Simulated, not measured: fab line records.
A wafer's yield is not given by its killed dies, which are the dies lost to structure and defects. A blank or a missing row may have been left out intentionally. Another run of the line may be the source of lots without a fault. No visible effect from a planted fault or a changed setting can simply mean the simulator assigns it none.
fab line records ; flow rit_cmos
record lots=15; wafers=45; last_day=7
route steps=202 shown M1@197
lots that met no fault: taken from a fault-free run of the same line
start_h: hours from the record's first day to the start of the lot's first wafer shown ; wait_h: hours elapsed since this lot's preceding step ; " identical to the entry in the row above ; L1.1+2: several wafers, shown together as one row ; - either no value or no given start ; * or withheld: withheld ; < > ~ a bound
route shown NAME@n: names a module that has steps shown in the file, with the first one's number in the route ; usual: mean/standard deviation taken from wafers without a fault ; same: alike in all rows ; chamber/n: place in a boat ; sites: readings site by site ; _std_site: the standard deviation of these ; _edge_site: the outer-site mean with the inner-site mean subtracted ; radius_mm: how far each site lies from the wafer's centre ; mask NAME#n: copy n ; behind: the last tool/chamber to shape the wafer ; hold: cause of the lot's hold/its duration in hours/its outcome ; device: the n, p or np transistor that did not switch ; end of line: the route-end tests of the same wafers ; a step given without rows: its recipe and nothing more ; killed: not the wafer's yield, but the dies lost to structure and defects at the first sort ; map: a wafer's dies, x killed, . not, _ none there
set.NAME: the setting the step ran with; set.NAME@STEP: the setting that earlier step ran with ; model.NAME: the simulator's own value behind a step, which no gauge read
a sample of lots followed through the steps of the route, with each step as a table and each wafer as a row
services: the hour from which a tool's chamber was out of use, counted from the record's first day as start_h (under 0 if before that day), plus the number of hours and why
## steps
# step RIT_M1_STRIP_13
# recipe chemistry=nmp; resist=NOVOLAK; temp_c=80; time_s=600; dry=n2_spin
# usual bath_guard_temp_C=80.0/0.37; bath_heat_duty_pct=18.5/2.2
lot.wafer;tool;chamber;start_h;wait_h;bath_guard_temp_C;bath_heat_duty_pct
L960.1;wet_bench-04;1;58.86;0.1;80.3;18.5
L960.3;wet_bench-04;1;58.86;0.1;79.7;16.3
L960.5;wet_bench-04;1;58.86;0.1;80.0;18.0
L961.1;wet_bench-03;1;60.79;0.1;79.6;20.3
L961.2;wet_bench-03;1;60.79;0.1;79.6;20.5
L961.4;wet_bench-03;1;60.79;0.1;79.3;21.3
L962.2;wet_bench-04;3;70.06;0.1;79.5;17.5
L962.3;wet_bench-04;3;70.06;0.1;79.6;19.7
L962.5;wet_bench-04;3;70.06;0.1;79.5;19.8
L963.1;wet_bench-01;1;71.34;0.1;80.3;16.1
L963.4;wet_bench-01;1;71.34;0.1;80.0;18.8
L963.6;wet_bench-01;1;71.34;0.1;79.5;15.7
L964.1;wet_bench-04;1;75.46;0.1;79.8;15.9
L964.2;wet_bench-04;1;75.46;0.1;80.2;17.1
L964.6;wet_bench-04;1;75.46;0.1;79.9;19.5
L966.1;wet_bench-01;1;86.72;0.1;80.4;17.2
L966.3;wet_bench-01;1;86.72;0.1;79.8;17.1
L966.5;wet_bench-01;1;86.72;0.1;80.3;17.7
L967.2;wet_bench-01;0;90.77;0.1;-;-
L967.5;wet_bench-01;0;90.77;0.1;-;-
L967.6;wet_bench-01;0;90.77;0.1;-;-
L968.1;wet_bench-01;1;97.45;0.1;-;-
L968.4;wet_bench-01;1;97.45;0.1;-;-
L968.5;wet_bench-01;1;97.45;0.1;-;-
L969.3;wet_bench-03;0;100.36;0.1;-;-
L969.4;wet_bench-03;0;100.36;0.1;-;-
L969.6;wet_bench-03;0;100.36;0.1;-;-
L973.1;wet_bench-03;1;121.18;0.1;79.3;21.8
L973.2;wet_bench-03;1;121.18;0.1;79.4;21.3
L973.6;wet_bench-03;1;121.18;0.1;79.5;20.6
L977.3;wet_bench-04;0;138.73;0.1;80.1;17.7
L977.4;wet_bench-04;0;138.73;0.1;80.1;18.1
L977.5;wet_bench-04;0;138.73;0.1;80.1;16.9
L978.1;wet_bench-03;0;150.58;0.1;80.1;18.5
L978.2;wet_bench-03;0;150.58;0.1;80.1;19.5
L978.3;wet_bench-03;0;150.58;0.1;80.4;19.3
L979.1;wet_bench-03;3;152.01;0.1;80.1;16.4
L979.3;wet_bench-03;3;152.01;0.1;80.3;17.9
L979.6;wet_bench-03;3;152.01;0.1;79.7;14.6
L980.2;wet_bench-03;3;154.19;0.1;80.0;17.1
L980.3;wet_bench-03;3;154.19;0.1;79.9;17.7
L980.5;wet_bench-03;3;154.19;0.1;80.1;16.0
L981.1;wet_bench-04;3;160.02;0.1;79.7;19.8
L981.4;wet_bench-04;3;160.02;0.1;79.6;20.7
L981.5;wet_bench-04;3;160.02;0.1;79.5;21.7
# step RIT_M1_PROBE_99
# usual defect_limited_yield=97.3/1.2; killed_at_M0_to_M3=0.0/0.12; killed_at_contacts=0.1/0.31; killed_at_front_end=7/3.2; killed_dies=7/3.2; killed_open=3.6/2.1; killed_short=3.5/2.1; sort_bin_3_pad_short=0.1/0.21; sort_bin_5_function=1.6/0.88; sort_bin_6_memory=1.0/0.66; sort_n_pass=257/3.2; sort_yield_pct=97.3/1.2
# same gross_dies=264; killed_at_M4_up=0; killed_at_back_side=0; killed_at_other=0
lot.wafer;tool;chamber;start_h;wait_h;defect_limited_yield[%];killed_at_M0_to_M3;killed_at_contacts;killed_at_front_end;killed_dies;killed_open;killed_short;sort_bin_3_pad_short[%];sort_bin_5_function[%];sort_bin_6_memory[%];sort_n_pass;sort_yield_pct[%]
L960.1;prober-01;-;60.95;0.1;97.7;0;0;6;6;3;3;0.4;0.8;1.1;258;97.7
L960.3;prober-01;-;61.05;0.2;99.2;0;0;2;2;0;2;0.4;0;0.4;262;99.2
L960.5;prober-01;-;61.15;0.2;98.1;0;0;5;5;3;2;0;1.9;0;259;98.1
L961.1;prober-02;-;63.67;0.1;99.6;0;0;1;1;0;1;0;0;0.4;263;99.6
L961.2;prober-02;-;63.72;0.1;97.7;0;0;6;6;2;4;0;1.5;0.8;258;97.7
L961.4;prober-02;-;63.82;0.2;98.5;0;0;4;4;3;1;0;1.5;0;260;98.5
L963.1;prober-02;-;73.67;0.1;99.2;0;0;2;2;2;0;0;0.8;0;262;99.2
L963.4;prober-02;-;73.82;0.2;97.3;0;1;6;7;2;5;0.8;1.9;0;257;97.3
L963.6;prober-02;-;73.92;0.2;98.1;0;0;5;5;1;4;0.4;1.1;0.4;259;98.1
L962.2;prober-01;-;73.72;0.1;94.7;0;0;14;14;3;9;0.4;3.4;1.5;250;94.7
L962.3;prober-01;-;73.77;0.2;95.5;0;0;12;12;8;4;0;2.7;1.9;252;95.5
L962.5;prober-01;-;73.87;0.2;95.8;0;0;11;11;6;4;0;2.3;1.9;253;95.8
L964.1;prober-02;-;77.95;0.1;95.8;0;0;11;11;7;4;0.4;2.3;1.5;253;95.8
L964.2;prober-02;-;78.00;0.1;98.1;0;0;5;5;2;3;0;1.5;0.4;259;98.1
L964.6;prober-02;-;78.20;0.2;97.7;0;0;6;6;2;4;0;1.5;0.8;258;97.7
L966.1;prober-02;-;88.82;0.1;97.7;0;0;6;6;2;4;0;0.4;1.9;258;97.7
L966.3;prober-02;-;88.92;0.2;98.9;0;0;3;3;1;2;0;0.4;0.8;261;98.9
L966.5;prober-02;-;89.02;0.2;98.9;0;0;3;3;2;1;0;0.8;0.4;261;98.9
L967.2;prober-01;-;92.93;0.1;96.6;0;0;9;9;5;4;0;2.3;1.1;255;96.6
L967.5;prober-01;-;93.08;0.2;97.3;0;0;7;7;4;3;0;1.9;0.8;257;97.3
L967.6;prober-01;-;93.13;0.2;98.1;0;0;5;5;2;3;0.8;1.1;0;259;98.1
L968.1;prober-02;-;99.54;0.1;97.3;0;0;7;7;4;3;0;1.1;1.5;257;97.3
L968.4;prober-02;-;99.69;0.2;98.1;0;0;5;5;5;0;0;0.8;1.1;259;98.1
L968.5;prober-02;-;99.74;0.2;92.4;0;0;20;20;11;9;0.4;4.5;2.7;244;92.4
L969.3;prober-01;-;103.14;0.2;98.1;0;0;5;5;2;3;0;1.9;0;259;98.1
L969.4;prober-01;-;103.19;0.2;96.2;0;0;10;10;8;2;0;2.3;1.5;254;96.2
L969.6;prober-01;-;103.29;0.2;97.3;0;0;7;7;4;3;0.4;2.3;0;257;97.3
L973.1;prober-01;-;123.67;0.1;97.3;0;0;7;7;3;4;0;1.1;1.5;257;97.3
L973.2;prober-01;-;123.72;0.1;98.1;0;0;5;5;2;3;0;1.5;0.4;259;98.1
L973.6;prober-01;-;123.92;0.2;96.6;0;0;9;9;2;7;0;1.5;1.9;255;96.6
L977.3;prober-01;-;140.92;0.2;97.7;0;0;6;6;4;2;0;1.5;0.8;258;97.7
L977.4;prober-01;-;140.97;0.2;97.7;0;0;6;6;5;1;0;1.5;0.8;258;97.7
L977.5;prober-01;-;141.02;0.2;97.3;0;0;7;7;3;4;0.4;1.5;0.8;257;97.3
L978.1;prober-02;-;153.58;0.1;98.1;0;0;5;5;1;4;0;0.8;1.1;259;98.1
L978.2;prober-02;-;153.63;0.1;97.0;0;0;8;8;3;5;0;1.9;1.1;256;97.0
L978.3;prober-02;-;153.68;0.2;96.6;0;0;9;9;4;5;0.4;2.3;0.8;255;96.6
L979.1;prober-01;-;154.89;0.1;96.6;0;0;9;9;6;3;0;2.7;0.8;255;96.6
L979.3;prober-01;-;154.99;0.2;97.3;0;0;7;7;3;4;0;1.9;0.8;257;97.3
L979.6;prober-01;-;155.14;0.2;96.6;0;0;9;9;5;4;0;1.5;1.9;255;96.6
L980.2;prober-02;-;156.44;0.1;99.2;0;0;2;2;0;2;0;0.4;0.4;262;99.2
L980.3;prober-02;-;156.49;0.2;97.7;0;0;6;6;2;4;0;0.8;1.5;258;97.7
L980.5;prober-02;-;156.59;0.2;96.2;0;0;10;10;1;9;0;1.5;2.3;254;96.2
L981.1;prober-01;-;162.12;0.1;97.3;0;2;5;7;4;3;0.4;1.5;0.8;257;97.3
L981.4;prober-01;-;162.27;0.2;96.2;0;0;10;10;5;5;0.4;1.5;1.9;254;96.2
L981.5;prober-01;-;162.32;0.2;96.6;1;0;8;9;8;1;0;3.0;0.4;255;96.6
# killed by level:class
L960.1 SILICIDE:geometric_particle:open=2 FOX2:geometric_particle:short=1 GATE:geometric_particle:short=1 SPACER:geometric_particle:open=1 SPACER:geometric_particle:short=1
L960.3 FOX1:geometric_particle:short=2
L960.5 SPACER:geometric_particle:short=2 GATE:geometric_particle:open=1 REOX:geometric_particle:open=1 SILICIDE:geometric_particle:open=1
L961.1 SILICIDE:geometric_particle:short=1
L961.2 GATE:geometric_particle:short=3 FOX1:geometric_particle:short=1 FOX2:geometric_particle:open=1 SILICIDE:geometric_particle:open=1
L961.4 FOX2:geometric_particle:open=1 GATE:geometric_particle:open=1 GATE:geometric_particle:short=1 REOX:geometric_particle:open=1
L963.1 GATE:geometric_particle:open=1 SPACER:geometric_particle:open=1
L962.2 GATE:geometric_particle:short=3 FOX1:geometric_particle:short=2 FOX2:geometric_particle:open=2 FOX2:geometric_particle:short=2 REOX:geometric_particle:short=2 PLDD:coat_microbubble_printed=2 GATE:geometric_particle:open=1
L962.3 GATE:geometric_particle:open=6 GATE:geometric_particle:short=2 FOX1:geometric_particle:open=1 FOX2:geometric_particle:open=1 SPACER:geometric_particle:short=1 SILICIDE:geometric_particle:short=1
L963.4 FOX1:geometric_particle:open=1 FOX1:geometric_particle:short=1 GATE:geometric_particle:short=1 REOX:geometric_particle:open=1 SPACER:geometric_particle:short=1 SILICIDE:geometric_particle:short=1 CONTACT:geometric_particle:short=1
L962.5 GATE:geometric_particle:open=4 REOX:geometric_particle:short=2 SILICIDE:geometric_particle:open=2 FOX1:geometric_particle:short=1 FOX2:geometric_particle:short=1 PLDD:coat_microbubble_printed=1
L963.6 GATE:geometric_particle:short=2 FOX1:geometric_particle:open=1 SILICIDE:geometric_particle:short=1 SPACER:geometric_particle:short=1
L964.1 SPACER:geometric_particle:open=4 REOX:geometric_particle:open=2 SPACER:geometric_particle:short=2 SILICIDE:geometric_particle:short=2 GATE:geometric_particle:open=1
L964.2 SILICIDE:geometric_particle:short=2 FOX1:geometric_particle:open=1 GATE:geometric_particle:short=1 SPACER:geometric_particle:open=1
L964.6 REOX:geometric_particle:open=2 SILICIDE:geometric_particle:short=2 REOX:geometric_particle:short=1 SPACER:geometric_particle:short=1
L966.1 GATE:geometric_particle:short=2 SILICIDE:geometric_particle:short=2 SPACER:geometric_particle:open=1 SILICIDE:geometric_particle:open=1
L966.3 FOX1:geometric_particle:short=1 GATE:geometric_particle:short=1 SPACER:geometric_particle:open=1
L966.5 FOX1:geometric_particle:short=1 GATE:geometric_particle:open=1 REOX:geometric_particle:open=1
L967.2 GATE:geometric_particle:open=2 SILICIDE:geometric_particle:open=2 FOX1:geometric_particle:open=1 FOX2:geometric_particle:short=1 GATE:geometric_particle:short=1 REOX:geometric_particle:short=1 SPACER:geometric_particle:short=1
L967.5 GATE:geometric_particle:open=3 REOX:geometric_particle:short=2 GATE:geometric_particle:short=1 REOX:geometric_particle:open=1
L967.6 REOX:geometric_particle:short=2 GATE:geometric_particle:open=1 REOX:geometric_particle:open=1 SILICIDE:geometric_particle:short=1
L968.1 GATE:geometric_particle:open=3 SPACER:geometric_particle:short=2 FOX2:geometric_particle:short=1 REOX:geometric_particle:open=1
L968.4 SPACER:geometric_particle:open=4 REOX:geometric_particle:open=1
L968.5 FOX2:geometric_particle:open=4 GATE:geometric_particle:short=4 GATE:geometric_particle:open=3 SPACER:geometric_particle:short=3 SPACER:geometric_particle:open=2 SILICIDE:geometric_particle:open=2 FOX2:geometric_particle:short=1 REOX:geometric_particle:short=1
L969.3 GATE:geometric_particle:short=2 FOX1:geometric_particle:open=1 REOX:geometric_particle:open=1 REOX:geometric_particle:short=1
L969.4 GATE:geometric_particle:open=6 REOX:geometric_particle:short=2 FOX2:geometric_particle:open=1 REOX:geometric_particle:open=1
L969.6 REOX:geometric_particle:open=3 GATE:geometric_particle:short=1 GATE:geometric_particle:open=1 REOX:geometric_particle:short=1 SILICIDE:geometric_particle:short=1
L973.1 GATE:geometric_particle:short=2 GATE:geometric_particle:open=2 SPACER:geometric_particle:short=2 SPACER:geometric_particle:open=1
L973.2 FOX1:geometric_particle:open=2 GATE:geometric_particle:short=2 SPACER:geometric_particle:short=1
L973.6 SPACER:geometric_particle:short=3 FOX1:geometric_particle:short=2 FOX1:geometric_particle:open=1 FOX2:geometric_particle:open=1 GATE:geometric_particle:short=1 REOX:geometric_particle:short=1
L977.3 GATE:geometric_particle:open=2 FOX1:geometric_particle:open=1 GATE:geometric_particle:short=1 SILICIDE:geometric_particle:short=1 SILICIDE:geometric_particle:open=1
L977.4 GATE:geometric_particle:open=4 FOX1:geometric_particle:short=1 FOX1:geometric_particle:open=1
L977.5 FOX1:geometric_particle:open=2 FOX1:geometric_particle:short=2 FOX2:geometric_particle:short=1 GATE:geometric_particle:short=1 SPACER:geometric_particle:open=1
L978.1 FOX1:geometric_particle:short=1 FOX2:geometric_particle:short=1 REOX:geometric_particle:open=1 REOX:geometric_particle:short=1 SPACER:geometric_particle:short=1
L978.2 GATE:geometric_particle:short=2 GATE:geometric_particle:open=2 REOX:geometric_particle:short=2 REOX:geometric_particle:open=1 SPACER:geometric_particle:short=1
L978.3 GATE:geometric_particle:short=2 REOX:geometric_particle:open=2 FOX1:geometric_particle:open=1 REOX:geometric_particle:short=1 FOX2:geometric_particle:short=1 GATE:geometric_particle:open=1 SILICIDE:geometric_particle:short=1
L979.1 FOX1:geometric_particle:short=2 GATE:geometric_particle:open=2 FOX1:geometric_particle:open=1 FOX2:geometric_particle:open=1 REOX:geometric_particle:open=1 SPACER:geometric_particle:short=1 SILICIDE:geometric_particle:open=1
L979.3 FOX2:geometric_particle:open=2 GATE:geometric_particle:short=2 FOX1:geometric_particle:short=1 SILICIDE:geometric_particle:open=1 SILICIDE:geometric_particle:short=1
L979.6 SPACER:geometric_particle:open=2 FOX2:geometric_particle:short=1 FOX1:geometric_particle:short=1 GATE:geometric_particle:short=1 GATE:geometric_particle:open=1 REOX:geometric_particle:open=1 SPACER:geometric_particle:short=1 SILICIDE:geometric_particle:open=1
L980.2 SPACER:geometric_particle:short=2
L980.3 GATE:geometric_particle:short=3 FOX2:geometric_particle:open=1 SPACER:geometric_particle:open=1 SILICIDE:geometric_particle:short=1
L980.5 REOX:geometric_particle:short=3 SPACER:geometric_particle:short=2 FOX1:geometric_particle:short=1 FOX2:geometric_particle:short=1 GATE:geometric_particle:open=1 GATE:geometric_particle:short=1 SILICIDE:geometric_particle:short=1
L981.1 SILICIDE:geometric_particle:short=2 CONTACT:geometric_particle:open=2 GATE:geometric_particle:short=1 GATE:geometric_particle:open=1 SILICIDE:geometric_particle:open=1
L981.4 GATE:geometric_particle:open=3 FOX2:geometric_particle:short=2 GATE:geometric_particle:short=2 SILICIDE:geometric_particle:open=2 SPACER:geometric_particle:short=1
L981.5 GATE:geometric_particle:open=3 SPACER:geometric_particle:open=3 FOX1:geometric_particle:open=1 REOX:geometric_particle:open=1 M1:geometric_particle:short=1
## services
tool;chamber;start_h;hours;kind
wet_bench-03;-;56.80;3.3;repair
wet_bench-04;-;114.28;4.6;repair
## key
first_sign step=RIT_M1_STRIP_13; reading=tool_record; direction=missing
effect none on later readings
met_at RIT_M1_STRIP_13
struck_lots L967,L968,L969
onset_between 86.72 90.77
fault kind=skipped_step_whole; tool=wet_bench-01,wet_bench-03; chamber=-; onset_h=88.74; steps=RIT_M1_STRIP_13; scope=struck_lots_only
